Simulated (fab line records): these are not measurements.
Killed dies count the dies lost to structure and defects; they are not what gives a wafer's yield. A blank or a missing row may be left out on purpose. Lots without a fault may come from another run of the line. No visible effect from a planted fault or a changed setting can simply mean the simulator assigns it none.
Which tool is to blame? ; flow rit cmos ; Sampling: 14 lots, 42 wafers, 2 of 202 route steps

WHAT EACH GAUGE READ, for each wafer
RIT_PSD_TW_MEAS_10. Usual: PSD_TW typically reads 3428, with standard deviation 15.
lot;measured;on;PSD_TW;flag
L316;day 3 06:13;film metro-03;3424 3420 3415;
L317;day 3 13:34;film metro-03;3419 3426 3425;
L318;day 3 17:58;film metro-01;3415 3433 3415;
L319;day 3 23:05;film metro-02;3429 3462 3421;
L320;day 4 06:13;film metro-02;3442 3442 3428;
L324;day 4 21:47;film metro-03;3424 3438 3442;
L325;day 5 02:59;film metro-01;3422 3417 3440;
L326;day 5 05:50;film metro-02;3424 3429 3425;
L327;day 5 12:10;film metro-02;3422 3422 3422;
L328;day 5 14:37;film metro-01;3407 3404 3410;
L330;day 6 03:37;film metro-03;3420 3426 3422;
L332;day 6 09:59;film metro-03;3408 3402 3412;
L334;day 6 23:34;film metro-01;30 30 30;OFF
L335;day 7 04:32;film metro-02;30 30 30;OFF

WHICH TOOL RAN EACH LOT (tool, then ch and the chambers of the sampled wafers, then the start)
lot;RIT_NSD_STRIP_09
L316;plasma asher-03 ch 1, day 3 04:37
L317;plasma asher-01 ch 0,1, day 3 11:50
L318;plasma asher-03 ch 0,1, day 3 16:05
L319;plasma asher-01 ch 0,1, day 3 21:29
L320;plasma asher-04 ch 0,1, day 4 04:29
L324;plasma asher-03 ch 0, day 4 20:11
L325;plasma asher-04 ch 0,1, day 5 01:24
L326;plasma asher-04 ch 0,1, day 5 04:13
L327;plasma asher-04 ch 0,1, day 5 10:26
L328;plasma asher-04 ch 0,1, day 5 13:01
L330;plasma asher-03 ch 0,1, day 6 01:53
L332;plasma asher-04 ch 0,1, day 6 08:08
L334;plasma asher-01 ch 0,1, day 6 21:50
L335;plasma asher-03 ch 0,1, day 7 02:49
- RIT_NSD_STRIP_09: strips in O2, time 180 s.

WHAT THE TOOLS THEMSELVES READ (means of the sampled wafers that have a number; where no wafer has one, the mark that the record gives instead)
RIT_NSD_STRIP_09. Usual: chamber pressure mTorr 4000 mTorr, standard deviation 4.2; drypump motor current A 5.5 A, standard deviation 0.49.
lot;tool;chamber pressure mTorr (mTorr);drypump motor current A (A);flag
L316;plasma asher-03;3999;6.1;
L317;plasma asher-01;4000;5.5;
L318;plasma asher-03;3999;5.8;
L319;plasma asher-01;3999;5.1;
L320;plasma asher-04;4000;5.8;
L324;plasma asher-03;4002;5.2;
L325;plasma asher-04;3997;5.6;
L326;plasma asher-04;4003;5.6;
L327;plasma asher-04;4000;5.6;
L328;plasma asher-04;3998;5.6;
L330;plasma asher-03;3997;5.8;
L332;plasma asher-04;3998;5.5;
L334;plasma asher-01;-;-;OFF
L335;plasma asher-03;-;-;OFF

THE ANSWER, worked out from the rows above alone
Rule: lot off if the mean of its wafers having a number is beyond 3 standard deviations from the usual mean. A lot without any number at a reading at which 4 lots or more have one is off too. Where the step has rows for the other lots, those lots are counted as sound. After the gauges, taken in route order, come the tools' own readings; for these a lot's mean is taken, as printed above. At the first step where some lot is off, the reading lying furthest off is the one used; lots without a number count as furthest.
Off: L334, L335, seen at RIT_PSD_TW_MEAS_10 (PSD_TW).
If a tool, at a process step before that reading, ran all the lots that are off and no sound lot after the first of them, it fits. The gauges at RIT_PSD_TW_MEAS_10 aren't tried: what is off there is off at RIT_NSD_STRIP_09 too, on other tools, and a gauge's error can't cause that. None of those tried fits.

WHAT THE SIMULATOR HAD INSERTED
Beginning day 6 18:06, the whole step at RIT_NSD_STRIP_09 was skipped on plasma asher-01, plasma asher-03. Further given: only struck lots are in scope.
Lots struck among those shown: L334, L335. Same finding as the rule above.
